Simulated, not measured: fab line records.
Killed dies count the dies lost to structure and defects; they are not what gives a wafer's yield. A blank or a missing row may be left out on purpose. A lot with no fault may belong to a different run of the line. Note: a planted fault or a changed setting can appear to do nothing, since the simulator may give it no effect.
Split-lot experiment	flow berkeley_cmos170	5 lots, 23 wafers read, on a route of 331 steps

## THE SPLIT
At UCB170_CONTACT_COAT_04 (resist thk 900 nm), the setting resist_thk_nm was moved away from the recipe's 900 nm on 11 of the 23 wafers read, by -4.8% to +5.4%. The other wafers ran this setting at the recipe's value.

Reading taken at the split's own step.

## THE READING
KrF_of_CONTACT_COAT_04.thk_nm (the simulator's own value, which no gauge read), in nm, at UCB170_CONTACT_COAT_04 (resist thk 900 nm). No usual value for it is given in the file. Average 900.4 nm, standard deviation 2.6 nm, over the 12 wafers here run with the recipe.

wafer	tool, chamber at the split	resist_thk_nm as run, nm	against the recipe	KrF_of_CONTACT_COAT_04.thk_nm, nm	against lot-mates on the recipe
L075.1	litho_track-01, 0	860.4	-4.4%	859.7	-40.7
L075.2	litho_track-01, 0	860.4	-4.4%	859.2	-41.2
L075.4	litho_track-01, 0	900	recipe	901.4	-
L075.5	litho_track-01, 0	860.4	-4.4%	861.6	-38.8
L075.6	litho_track-01, 0	900	recipe	899.4	-
L076.1	litho_track-04, 0	900	recipe	895.9	-
L076.2	litho_track-04, 0	948.7	+5.4%	947.5	+49.5
L076.3	litho_track-04, 0	948.7	+5.4%	946.4	+48.4
L076.4	litho_track-04, 0	900	recipe	900.2	-
L076.5	litho_track-04, 0	948.7	+5.4%	949.8	+51.8
L079.1	litho_track-04, 0	900	recipe	903	-
L079.3	litho_track-04, 0	900	recipe	906.4	-
L079.4	litho_track-04, 0	900	recipe	902	-
L079.5	litho_track-04, 0	857.2	-4.8%	860.2	-43.6
L079.6	litho_track-04, 0	857.2	-4.8%	860.1	-43.7
L080.1	litho_track-01, 0	866.6	-3.7%	865.8	-33.3
L080.3	litho_track-01, 0	866.6	-3.7%	867.4	-31.7
L080.4	litho_track-01, 0	900	recipe	899.3	-
L080.5	litho_track-01, 0	866.6	-3.7%	865.4	-33.7
L080.6	litho_track-01, 0	900	recipe	898.9	-
L084.1	litho_track-02, 0	900	recipe	900.2	-
L084.2	litho_track-02, 0	900	recipe	900.5	-
L084.3	litho_track-02, 0	900	recipe	897.1	-

FIT RESULTS
A straight line over all 23 wafers: KrF_of_CONTACT_COAT_04.thk_nm changes by +8.87 nm for each +1% of resist_thk_nm; r = +1.00; the points scatter about the line by 2.3 nm.
The same after taking each lot's own level away (the mean of its wafers on the recipe; 23 wafers): +9.14 nm for each +1%; r = +1.00; scatter 1.4 nm.
On that fit, the largest move of resist_thk_nm shifts the reading by 49 nm.
The lots' own levels span 898.05 to 903.80 nm, that is 2.2 times the standard deviation above.
Consequently the slope shifts little with the lot-to-lot level, the two slopes agreeing.
Check: +49.7 nm against its lot-mates is what the line predicts for one of the wafers moved furthest among these (+5.4%) when that wafer is left out of the fit. It came out at +49.5 nm against them.

## THE OTHER SPLITS THESE WAFERS WENT THROUGH
Other splits were also applied to these wafers ahead of the reading. Each is held against what the fit with the lots' levels taken away leaves over:
other split on the same wafers	wafers away from the commonest value	r with KrF_of_CONTACT_COAT_04.thk_nm (lot level and that fit taken away)
UCB170_BACKSIDE_HMDS_00 prime_time_s	5	-0.04
UCB170_SILICIDE_SPUTTER_01 chamber_pressure_pa	18	+0.03

## THE WHOLE CHAIN: every reading that the file lists as answering this split, in the file's order
step	what it does	reading	change (the file's fit)	r (the file's)
UCB170_CONTACT_COAT_04	resist thk 900 nm	KrF_of_CONTACT_COAT_04.thk_nm (the simulator's own value, which no gauge read)	+9.13 nm for each +1% of the setting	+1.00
UCB170_CONTACT_STRIP_06	strips in O2	strip_time_to_endpoint_s	withheld for each +1% of the setting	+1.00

## FILE'S OWN FIT
KrF_of_CONTACT_COAT_04.thk_nm changes by +9.13 nm for each +1% of resist_thk_nm, r = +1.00.
